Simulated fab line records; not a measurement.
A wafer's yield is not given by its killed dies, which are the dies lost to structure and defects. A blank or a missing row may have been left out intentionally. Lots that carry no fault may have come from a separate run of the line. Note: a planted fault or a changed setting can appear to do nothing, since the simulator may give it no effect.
A struck lot beside a sound one | flow berkeley-cmos170 | 15 out of 331 route steps
Sound: the wafers L872.1, L872.2, L872.5. Struck: wafers L879.2, L879.4, L879.6. At the end, the cause is stated.
Order at every step that has rows: each side's tool, ch and its chambers, its first start. Under that, the readings that differ: sound wafers | struck wafers | difference of the means | sigmas: that difference in standard deviations of wafers without a fault.
alike: a reading whose means differ by less than 2 such deviations, as well as words and numbers matching on both sides. not compared: withheld readings; readings where some wafer has no value; bounds like >300 that might hide an equal value; numbers whose values overlap and for which the record gives no deviation.
The two part at a step that has a row with sigmas, a row that says differs or no value, or rows on one side only. Numbers that don't overlap but have no deviation are shown without sigmas and don't part them. A reading missing from all wafers of one side parts the sides only when that side holds two or more wafers.

UCB170_NWELL_THK_MEAS_02:
  sound on film-metro-03 at day 3 19:10; struck on film-metro-02 at day 4 21:58
  alike: NWELL_OXIDE_THK
then, 2 steps without rows for these wafers: UCB170_NWELL_ANNEAL_03 (time 900 s); UCB170_NWELL_CVD_04 (deposits Si3N4 from SiH2Cl2/NH3, target thk 224 nm, time 3360 s).
UCB170_NWELL_THK_MEAS_05:
  sound on film-metro-04 at day 4 04:23; struck on film-metro-03 at day 5 06:50
  alike: NWELL_NITRIDE_THK
then, 6 steps without rows for these wafers: UCB170_NWELL_HMDS_06 (prime time 60 s); UCB170_NWELL_COAT_07 (resist thk 900 nm); UCB170_NWELL_SOFTBAKE_08 (time 60 s); UCB170_NWELL_EXPOSE_09 (exposes mask NWELL, target cd 3000 nm); UCB170_NWELL_PEB_10; UCB170_NWELL_DEVELOP_11 (develop time 45 s).
UCB170_NWELL_OVL_MEAS_12:
  sound on overlay-02 at day 4 05:25; struck on overlay-01 at day 5 07:58
  alike: NWELL_OVL
UCB170_NWELL_ETCH_13: etches Si3N4 in CH3F/Ar/O2, stops on SiO2, target depth 246.4 nm, time 154 s.
  sound on rie-diel-01 ch 0,1,2, day 4 05:27; struck on rie-diel-01 ch 2,3, day 5 07:59
  alike: drypump-motor-current-A, oes-product-au, throttle-valve-pct
  not compared: rf-hours-counter-h
UCB170_NWELL_IMPLANT_14:
  sound on implanter-04 ch 0, day 4 05:34; struck on implanter-04 ch 0, day 5 08:07
  reading                   | sound                | struck               | difference | sigmas
  beam-energy-keV           | 150.07 149.97 149.97 | 144.59 144.56 144.58 | -5.43      | -99 or more
  model.implant.rp-nm (nm)  | 187.4 187.4 187.4    | 183.6 183.6 183.6    | -3.8       |
  model.implant.drp-nm (nm) | 62.72 62.72 62.72    | 60.95 60.95 60.95    | -1.77      |
  alike: end-station-pressure-torr
UCB170_NWELL_STRIP_15: strips in O2.
  sound on plasma-asher-03 ch 0,1, day 4 05:43; struck on plasma-asher-03 ch 0,1, day 5 08:14
  reading                      | sound             | struck            | difference | sigmas
  strip-time-to-endpoint-s (s) | 17.95 18.14 18.00 | 18.28 18.28 18.30 | +0.26      | +2
  alike: drypump-motor-current-A, oes-product-au
  not compared: rf-hours-counter-h
UCB170_M3_PROBE_99:
  rows exist in the record for the sound wafers here (prober-01, day 10 09:31), none for the struck ones

WHERE THEY PART
First at UCB170_NWELL_IMPLANT_14; last, within this record, at UCB170_M3_PROBE_99.

WHY: what the simulator had put in
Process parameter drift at UCB170_NWELL_IMPLANT_14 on implanter-04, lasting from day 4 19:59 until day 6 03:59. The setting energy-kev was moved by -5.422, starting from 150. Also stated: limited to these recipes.
